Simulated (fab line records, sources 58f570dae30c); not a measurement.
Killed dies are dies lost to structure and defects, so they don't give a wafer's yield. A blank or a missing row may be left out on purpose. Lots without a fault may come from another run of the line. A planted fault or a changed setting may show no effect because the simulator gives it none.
Which tool did it? | flow berkeley_cmos170 | 6 lots, 18 wafers sampled, at 1 step of a route of 331

WHAT THE GAUGES READ, wafer by wafer
UCB170_SDANNEAL_RS_MEAS_05: measures by four-point-probe.
lot  | measured     | on            | NLDD_RS (ohm/sq)
L976 | day 8 22:26  | film_metro-03 | 616.5 617.7 617.8
L977 | day 9 20:42  | film_metro-03 | 617.4 619.2 616.1
L982 | day 10 12:08 | film_metro-01 | 618.3 617.8 618.3
L985 | day 11 07:15 | film_metro-02 | 615.1 616.0 616.7
L987 | day 12 08:14 | film_metro-02 | 615.6 616.9 616.6
L991 | day 12 14:39 | film_metro-02 | 614.6 615.8 614.0

WHICH TOOL RAN EACH LOT (tool, then ch and the chambers of the sampled wafers, then the start)
The record holds no process step before these readings.

THE ANSWER, worked out from the rows above alone
Rule: what is usual is taken from the lots themselves. Put in order of their means at a reading, lots are off if they are a third of the lots or fewer, leave a main group of 4 or more, and stand apart from it by a gap of 3 or more times the standard deviation of the main group's means; of several such gaps the widest counts. A main group whose means are all the same, to the digits that the tables above print for the reading, isn't used. A lot without any number at a reading at which 4 lots or more have one is off too. The other lots that the step has rows for count as sound.
No lot is off at any reading shown: from this, nothing can be told.

WHAT THE SIMULATOR HAD PUT IN
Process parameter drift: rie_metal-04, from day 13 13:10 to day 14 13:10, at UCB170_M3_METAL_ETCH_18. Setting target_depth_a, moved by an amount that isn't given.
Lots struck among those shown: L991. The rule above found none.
